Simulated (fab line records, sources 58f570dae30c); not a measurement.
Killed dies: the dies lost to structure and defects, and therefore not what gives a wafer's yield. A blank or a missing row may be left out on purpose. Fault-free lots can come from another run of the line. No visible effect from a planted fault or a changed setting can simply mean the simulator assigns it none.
Which tool is to blame?	flow berkeley_cmos170	14 lots with 42 wafers sampled at 4 steps, on a route of 331 steps

## WHAT THE GAUGES SHOWED, per wafer
UCB170_GATE_OVL_MEAS_13.
lot	measured	on	GATE_OVL (nm)
L135	day 6 11:10	overlay-01	1 -1 -3
L134	day 6 11:25	overlay-02	9 8 12
L136	day 6 17:29	overlay-01	-3 0 -1
L139	day 7 06:28	overlay-02	-10 -10 -6
L140	day 7 13:56	overlay-02	9 13 1
L141	day 8 03:08	overlay-01	0 1 -5
L142	day 8 11:16	overlay-01	5 5 4
L144	day 8 20:47	overlay-01	-4 -9 -5
L146	day 8 21:02	overlay-02	1 0 -1
L148	day 9 12:29	overlay-01	3 3 5
L153	day 10 05:22	overlay-02	5 0 -1
L152	day 10 05:39	overlay-01	4 6 3
L154	day 10 05:46	overlay-01	-1 -1 4
L155	day 10 11:59	overlay-01	5 -1 8

UCB170_NLDD_CD_MEAS_06: target cd 1200 nm.
lot	measured	on	cd_nm (nm)
L135	day 6 18:02	cd_sem-01	1200.7 1199.5 1199.9
L134	day 6 17:48	cd_sem-01	1198.8 1199.7 1198.8
L136	day 6 20:38	cd_sem-01	1201.3 1199.4 1200.0
L139	day 7 11:40	cd_sem-02	1201.4 1199.7 1200.9
L140	day 7 17:03	cd_sem-02	1198.3 1197.8 1197.7
L141	day 8 06:50	cd_sem-01	1203.5 1202.9 1201.4
L142	day 8 14:32	cd_sem-01	1199.5 1198.3 1201.1
L144	day 9 01:54	cd_sem-01	1199.7 1200.7 1200.2
L146	day 9 01:58	cd_sem-02	1200.7 1199.5 1200.1
L148	day 9 17:53	cd_sem-01	1201.0 1199.3 1200.4
L153	day 10 10:32	cd_sem-01	1198.9 1196.7 1199.0
L152	day 10 10:58	cd_sem-01	1200.2 1199.8 1199.8
L154	day 10 11:06	cd_sem-02	1198.1 1199.2 1198.7
L155	day 10 16:21	cd_sem-02	1200.7 1200.8 1201.0

UCB170_SPACER_THK_MEAS_01.
lot	measured	on	SPACER_TEOS_THK (nm)
L135	day 6 18:53	film_metro-03	374 373 384
L134	day 6 18:38	film_metro-03	375 384 375
L136	day 6 21:34	film_metro-01	375 386 384
L139	day 7 12:29	film_metro-01	373 378 375
L140	day 7 17:53	film_metro-01	370 380 381
L141	day 8 07:41	film_metro-03	372 381 384
L142	day 8 15:21	film_metro-03	374 378 375
L144	day 9 02:44	film_metro-04	377 374 375
L146	day 9 03:07	film_metro-01	604 615 620
L148	day 9 18:43	film_metro-03	607 621 615
L153	day 10 11:23	film_metro-01	374 376 386
L152	day 10 11:51	film_metro-04	375 370 378
L154	day 10 12:03	film_metro-03	378 375 380
L155	day 10 17:12	film_metro-01	380 381 380

## WHAT TOOL EACH LOT RAN ON (gives the tool, then ch and the chambers of the sampled wafers, and finally the start)
lot	UCB170_SPACER_CVD_00
L135	pecvd-01 ch 1,2, day 6 18:50
L134	pecvd-02 ch 0,1,2, day 6 18:36
L136	pecvd-01 ch 1,2, day 6 21:31
L139	pecvd-02 ch 1,2, day 7 12:25
L140	pecvd-03 ch 0,2, day 7 17:50
L141	pecvd-02 ch 1,2, day 8 07:38
L142	pecvd-03 ch 0,1, day 8 15:17
L144	pecvd-01 ch 1,2, day 9 02:41
L146	pecvd-03 ch 0,2, day 9 03:04
L148	pecvd-03 ch 0,2, day 9 18:40
L153	pecvd-02 ch 0,1,2, day 10 11:20
L152	pecvd-01 ch 1,2, day 10 11:48
L154	pecvd-02 ch 0,1,2, day 10 12:00
L155	pecvd-02 ch 0,1,2, day 10 17:10
- UCB170_SPACER_CVD_00: deposits SiO2 from TEOS/O2, target thk 376 nm, time 47 s.

## WHAT THE TOOLS THEMSELVES READ (means of the sampled wafers that have a number; where no wafer has one, the mark that the record gives instead)
UCB170_SPACER_CVD_00.
lot	tool	heater_power_w (W)	susceptor_temp_C (C)
L135	pecvd-01	338	389.96
L134	pecvd-02	285	389.88
L136	pecvd-01	281	389.96
L139	pecvd-02	262	389.95
L140	pecvd-03	301	390.11
L141	pecvd-02	249	390.02
L142	pecvd-03	229	389.97
L144	pecvd-01	286	390.15
L146	pecvd-03	318	389.99
L148	pecvd-03	301	389.66
L153	pecvd-02	248	390.03
L152	pecvd-01	331	389.98
L154	pecvd-02	272	390.14
L155	pecvd-02	243	390.14

## THE ANSWER, worked out from the rows above alone
Rule: the usual values come from the lots themselves. Put in order of their means at a reading, lots are off if they are a third of the lots or fewer, leave a main group of 4 or more, and stand apart from it by a gap of 3 or more times the standard deviation of the main group's means; of several such gaps the widest counts. A main group is skipped when, at the precision printed for the reading in the tables above, its means are all equal. Also off: a lot with no number at a reading for which 4 or more lots have one. All remaining lots with rows at the step are treated as sound. Order of review: gauges by route order, followed by the tools' own readings, for which a lot's mean as printed above is used. At the first step where some lot is off, the reading lying furthest off is the one used; lots without a number count as furthest.
Off: L146, L148, at UCB170_SPACER_THK_MEAS_01 (SPACER_TEOS_THK). The main group: mean 378 nm, standard deviation 2.1.
A tool fits if, at a process step before that reading, it ran every lot that is off, and no sound lot after the first of them. Gauges at UCB170_SPACER_THK_MEAS_01: tried the same way as those tools. One candidate fits, namely pecvd-03 at UCB170_SPACER_CVD_00. Its last sound lot is L142 (day 8 15:17), its first lot that is off L146 (day 9 03:04): a fault that began between those two fits.

## WHAT THE SIMULATOR HAD INSERTED
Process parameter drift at UCB170_SPACER_CVD_00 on pecvd-03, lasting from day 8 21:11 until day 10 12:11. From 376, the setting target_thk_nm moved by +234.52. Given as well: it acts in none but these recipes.
Shown lots that were struck: L146, L148. The rule given above showed the same thing.
